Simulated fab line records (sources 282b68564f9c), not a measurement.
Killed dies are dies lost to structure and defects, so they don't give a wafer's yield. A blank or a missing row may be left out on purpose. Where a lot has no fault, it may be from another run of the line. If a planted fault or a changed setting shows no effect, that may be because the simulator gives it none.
Struck lot and sound lot, side by side | flow rit cmos | 14 out of 202 route steps
Sound: these wafers, L216.1, L216.5, L216.6. Struck: wafers L225.3, L225.4, L225.5. Last of all comes the cause.
For every step that has rows: the tool of each side, followed by ch and its chambers, followed by its first start. Under that, the readings that differ: sound wafers | struck wafers | difference of the means | sigmas: that difference in standard deviations of wafers without a fault.
alike: a reading whose means differ by less than 2 such deviations, as well as words and numbers matching on both sides. not compared: withheld readings; readings where some wafer has no value; bounds like >300 that might hide an equal value; numbers whose values overlap and for which the record gives no deviation.
Wherever a step has rows on one side only, a row that says differs or no value, or a row with sigmas, the two part there. Numbers that don't overlap but have no deviation are shown without sigmas and don't part them. Lack of a reading on every wafer of one side parts them only where that side has two or more wafers.

RIT_SILICIDE_RTA_06: time 10 s, ramp up 5 s, ramp down 10 s.
  sound on rtp anneal-01 ch 0, day 4 19:16; struck on rtp anneal-02 ch 0, day 6 15:53
  reading          | sound             | struck            | difference | sigmas
  wafer_temp_C_max | 757.6 754.3 754.9 | 753.4 753.2 753.2 | -2.3       | -2
RIT_CONTACT_CVD_00: deposits SiO2 from TEOS, target thk 400 nm, time 61 s.
  sound on pecvd-03 ch 0,1, day 4 19:19; struck on pecvd-03 ch 0,1, day 6 15:55
  alike: heater power w
RIT_CONTACT_THK_MEAS_01:
  sound on film metro-02 at day 4 19:23; struck on film metro-03 at day 6 15:59
  alike: CONTACT_TEOS_THK
then, 6 steps without rows for these wafers: RIT_CONTACT_HMDS_02 (prime time 60 s); RIT_CONTACT_COAT_03 (resist thk 1000 nm); RIT_CONTACT_SOFTBAKE_04 (time 60 s); RIT_CONTACT_EXPOSE_05 (exposes mask M11, target cd 1000 nm); RIT_CONTACT_PEB_06; RIT_CONTACT_DEVELOP_07 (develop time 123.9 s).
RIT_CONTACT_CD_MEAS_08: target cd 1000 nm.
  sound on cd sem-02 at day 4 20:27; struck on cd sem-01 at day 6 17:10
  alike: cd nm
RIT_CONTACT_OVL_MEAS_09:
  sound on overlay-01 at day 4 20:34; struck on overlay-01 at day 6 17:15
  reading          | sound       | struck       | difference | sigmas
  CONTACT_OVL (nm) | 3.8 2.9 4.7 | 0.0 -0.6 1.1 | -3.6       | -2
then, 1 step without rows for these wafers: RIT_CONTACT_HARDBAKE_10 (time 60 s).
RIT_CONTACT_ETCH_11: etches SiO2 in CHF3/CF4/Ar, stops on TiSi2, target depth 480 nm, time 320 s.
  sound on rie diel-01 ch 0,2,3, day 4 20:46; struck on rie diel-03 ch 0,2,3, day 6 17:26
  reading                                      | sound             | struck            | difference | sigmas
  model.NOVOLAK_of_CONTACT_COAT_03.thk nm (nm) | 770.4 767.2 769.6 | 788.5 788.3 788.7 | +19.4      |
  alike: O2_flow_sccm, drypump motor current A, oes product au, throttle valve pct
  not compared: rf hours counter h
RIT_CONTACT_STRIP_12: strips in O2, time 180 s.
  sound on plasma asher-04 ch 0,1, day 4 20:57; struck on plasma asher-01 ch 0,1, day 6 17:41
  alike: drypump motor current A, rf refl power W
  not compared: rf hours counter h

## WHERE THEY PART
Last at RIT_CONTACT_OVL_MEAS_09 as far as this record goes, first at RIT_SILICIDE_RTA_06. Later steps at which nothing parts them and some readings are alike: RIT_CONTACT_ETCH_11, RIT_CONTACT_STRIP_12.

WHY: the cause the simulator had injected
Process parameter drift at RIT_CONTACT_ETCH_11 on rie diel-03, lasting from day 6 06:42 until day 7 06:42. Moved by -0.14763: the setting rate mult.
